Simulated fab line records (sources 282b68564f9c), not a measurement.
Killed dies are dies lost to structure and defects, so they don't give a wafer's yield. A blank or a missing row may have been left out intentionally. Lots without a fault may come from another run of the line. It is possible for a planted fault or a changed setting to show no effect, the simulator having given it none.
fab line records + flow rit-cmos
record:
- lots: 13
- wafers: 39
- last-day: 7
route steps=202 shown ACTIVE@9
lots that met no fault: taken from a fault-free run of the same line
start-h: start of the lot's first displayed wafer, in hours after the record's first day + wait-h: hours from the lot's prior step to this one + " repeats the value in the row above + L1.1+2: a row that stands for several wafers + - either no value or no given start + * or withheld: withheld + < > ~ a bound
route shown NAME@n: a module of which the file shows steps, and the number in the route of the first + usual: average and standard deviation across the fault-free wafers + same: alike in all rows + chamber/n: place in a boat + sites: each site's reading + _std_site: the standard deviation of these + _edge_site: the outer-site mean with the inner-site mean subtracted + radius-mm: for every site, how far away it sits from the centre of the wafer + mask NAME#n: copy n + behind: the tool/chamber that last shaped the wafer + hold: cause of the lot's hold/its duration in hours/its outcome + device: which transistor (n, p or np) failed to switch + end of line: the route-end tests of the same wafers + a step without rows: its recipe alone + killed: count of dies lost to structure and defects at first sort (not the wafer's yield) + map: per-die view of a wafer (x killed, . not killed, _ where there is no die)
set.NAME: the setting as run; set.NAME@STEP: as run at that earlier step + model.NAME: the simulator's own value behind a step, which no gauge read
steps of the route over a sample of lots; a table a step, a row a wafer
services: when a tool's chamber went out of use (start-h, in hours from the record's first day, below 0 if earlier), for how many hours, and the reason
== steps ==
step: RIT_ACTIVE_EXPOSE_08
recipe:
- mask-id: M1
- na: 0.6
- source-shape: conventional
- sigma-outer: 0.6
- target-cd-nm: 1400
- dose-mj: 225
usual:
- exposure-dose-mJ-cm2: 223.80/0.21
| lot.wafer | tool             | chamber | start-h | wait-h | mask | exposure-dose-mJ-cm2 |
|-----------|------------------|---------|---------|--------|------|----------------------|
| L661.3    | iline-stepper-01 | 0       | 14.90   | 0.1    | M1#0 | 223.52               |
| L661.4    | "                | 0       | "       | "      | M1#0 | 223.86               |
| L661.5    | "                | 0       | "       | "      | M1#0 | 224.09               |
| L663.1    | iline-stepper-02 | 0       | 24.24   | 0.3    | M1#0 | 224.06               |
| L663.2    | "                | 0       | "       | "      | M1#0 | 223.98               |
| L663.4    | "                | 0       | "       | "      | M1#0 | 224.27               |
| L664.3    | iline-stepper-01 | 0       | 29.20   | 0.2    | M1#0 | 223.82               |
| L664.4    | "                | 0       | "       | "      | M1#0 | 223.76               |
| L664.5    | "                | 0       | "       | "      | M1#0 | 223.73               |
| L666.4    | iline-stepper-01 | 0       | 40.67   | 0.2    | M1#0 | 223.83               |
| L666.5    | "                | 0       | "       | "      | M1#0 | 224.01               |
| L666.6    | "                | 0       | "       | "      | M1#0 | 223.89               |
| L667.1    | iline-stepper-02 | 0       | 44.19   | 0.2    | M1#0 | 223.78               |
| L667.4    | "                | 0       | "       | "      | M1#0 | 223.99               |
| L667.5    | "                | 0       | "       | "      | M1#0 | 224.08               |
| L669.1    | iline-stepper-02 | 0       | 54.48   | 0.2    | M1#0 | 223.86               |
| L669.4    | "                | 0       | "       | "      | M1#0 | 223.58               |
| L669.5    | "                | 0       | "       | "      | M1#0 | 223.73               |
| L670.2    | iline-stepper-01 | 0       | 59.54   | 0.2    | M1#0 | 223.71               |
| L670.5    | "                | 0       | "       | "      | M1#0 | 223.69               |
| L670.6    | "                | 0       | "       | "      | M1#0 | 223.77               |
| L671.1    | iline-stepper-01 | 0       | 64.91   | 0.1    | M1#0 | 223.41               |
| L671.2    | "                | 0       | "       | "      | M1#0 | 223.43               |
| L671.6    | "                | 0       | "       | "      | M1#0 | 223.45               |
| L672.1    | iline-stepper-01 | 0       | 69.04   | 0.1    | M1#0 | 223.93               |
| L672.5    | "                | 0       | "       | "      | M1#0 | 223.65               |
| L672.6    | "                | 0       | "       | "      | M1#0 | 223.82               |
| L680.2    | iline-stepper-02 | 0       | 109.06  | 0.1    | M1#0 | 216.36               |
| L680.3    | "                | 0       | "       | "      | M1#0 | 216.42               |
| L680.4    | "                | 0       | "       | "      | M1#0 | 216.78               |
| L681.1    | iline-stepper-01 | 0       | 114.17  | 0.2    | M1#0 | 223.93               |
| L681.2    | "                | 0       | "       | "      | M1#0 | 223.69               |
| L681.5    | "                | 0       | "       | "      | M1#0 | 223.81               |
| L682.1    | iline-stepper-01 | 0       | 119.04  | 0.1    | M1#0 | 223.88               |
| L682.4    | "                | 0       | "       | "      | M1#0 | 224.00               |
| L682.6    | "                | 0       | "       | "      | M1#0 | 223.63               |
| L684.1    | iline-stepper-01 | 0       | 129.16  | 0.2    | M1#0 | 223.91               |
| L684.2    | "                | 0       | "       | "      | M1#0 | 223.78               |
| L684.5    | "                | 0       | "       | "      | M1#0 | 223.73               |
step: RIT_ACTIVE_CD_MEAS_11
recipe:
- target-cd-nm: 1400
usual:
- cd-nm: 1400.1/2.3
| lot.wafer | tool      | chamber | start-h | wait-h | cd-nm  |
|-----------|-----------|---------|---------|--------|--------|
| L661.3    | cd-sem-02 | -       | 15.30   | -      | 1400.2 |
| L661.4    | "         | -       | "       | "      | 1398.8 |
| L661.5    | "         | -       | "       | "      | 1401.6 |
| L663.1    | cd-sem-01 | -       | 24.74   | -      | 1400.0 |
| L663.2    | "         | -       | "       | "      | 1401.9 |
| L663.4    | "         | -       | "       | "      | 1396.9 |
| L664.3    | cd-sem-02 | -       | 29.60   | -      | 1399.9 |
| L664.4    | "         | -       | "       | "      | 1399.1 |
| L664.5    | "         | -       | "       | "      | 1399.8 |
| L666.4    | cd-sem-02 | -       | 41.07   | -      | 1401.6 |
| L666.5    | "         | -       | "       | "      | 1402.1 |
| L666.6    | "         | -       | "       | "      | 1400.6 |
| L667.1    | cd-sem-01 | -       | 44.65   | -      | 1401.6 |
| L667.4    | "         | -       | "       | "      | 1404.6 |
| L667.5    | "         | -       | "       | "      | 1401.5 |
| L669.1    | cd-sem-02 | -       | 54.88   | -      | 1400.7 |
| L669.4    | "         | -       | "       | "      | 1401.1 |
| L669.5    | "         | -       | "       | "      | 1401.0 |
| L670.2    | cd-sem-01 | -       | 59.94   | -      | 1398.2 |
| L670.5    | "         | -       | "       | "      | 1401.4 |
| L670.6    | "         | -       | "       | "      | 1400.0 |
| L671.1    | cd-sem-01 | -       | 65.31   | -      | 1401.3 |
| L671.2    | "         | -       | "       | "      | 1402.7 |
| L671.6    | "         | -       | "       | "      | 1400.3 |
| L672.1    | cd-sem-02 | -       | 69.44   | -      | 1397.4 |
| L672.5    | "         | -       | "       | "      | 1395.5 |
| L672.6    | "         | -       | "       | "      | 1399.8 |
| L680.2    | cd-sem-02 | -       | 109.46  | -      | 1318.1 |
| L680.3    | "         | -       | "       | "      | 1364.3 |
| L680.4    | "         | -       | "       | "      | 1392.6 |
| L681.1    | cd-sem-01 | -       | 114.56  | -      | 1403.2 |
| L681.2    | "         | -       | "       | "      | 1404.0 |
| L681.5    | "         | -       | "       | "      | 1405.7 |
| L682.1    | cd-sem-02 | -       | 119.44  | -      | 1399.4 |
| L682.4    | "         | -       | "       | "      | 1402.4 |
| L682.6    | "         | -       | "       | "      | 1399.6 |
| L684.1    | cd-sem-01 | -       | 129.56  | -      | 1400.3 |
| L684.2    | "         | -       | "       | "      | 1400.0 |
| L684.5    | "         | -       | "       | "      | 1399.0 |
== services ==
| tool             | chamber | start-h | hours | kind                    |
|------------------|---------|---------|-------|-------------------------|
| iline-stepper-02 | -       | 39.99   | 1.7   | pm                      |
| iline-stepper-01 | -       | 57.26   | 2.1   | pm                      |
| iline-stepper-01 | -       | 59.34   | -     | consumable-replace:lamp |
== key ==
first-sign:
- step: RIT_ACTIVE_EXPOSE_08
- reading: exposure-dose-mJ-cm2
- direction: down
- sigmas: 35
- usual: 223.80
- struck: 216.52
effect:
- step: RIT_ACTIVE_CD_MEAS_11
- reading: cd-nm
- direction: down
- sigmas: 18
- usual: 1400.1
- struck: 1358.3
- through: control-loop
met-at RIT_ACTIVE_EXPOSE_08
struck-lots L680
tester-left-out L680
loop-trim:
- step: RIT_ACTIVE_EXPOSE_08
- setting: dose
- lots: L680
onset-between 54.48 109.06
fault:
- kind: process-parameter-drift
- tool: iline-stepper-02
- chamber: -
- onset-h: 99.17
- steps: RIT_ACTIVE_EXPOSE_08
- channel: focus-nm
- offset: 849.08
- spread-by-wafer: 0.3
- shape: step
- end-h: 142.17
tester-left-out: of these lots the tester's yield and bins aren't shown, on N5 and GAA mostly nor the transistor test; their killed dies are dies lost to structure and defects alone, not to doping, threshold or leakage, so they don't give the yield
loop-trim: a control loop set the setting to another value than it would have without faults
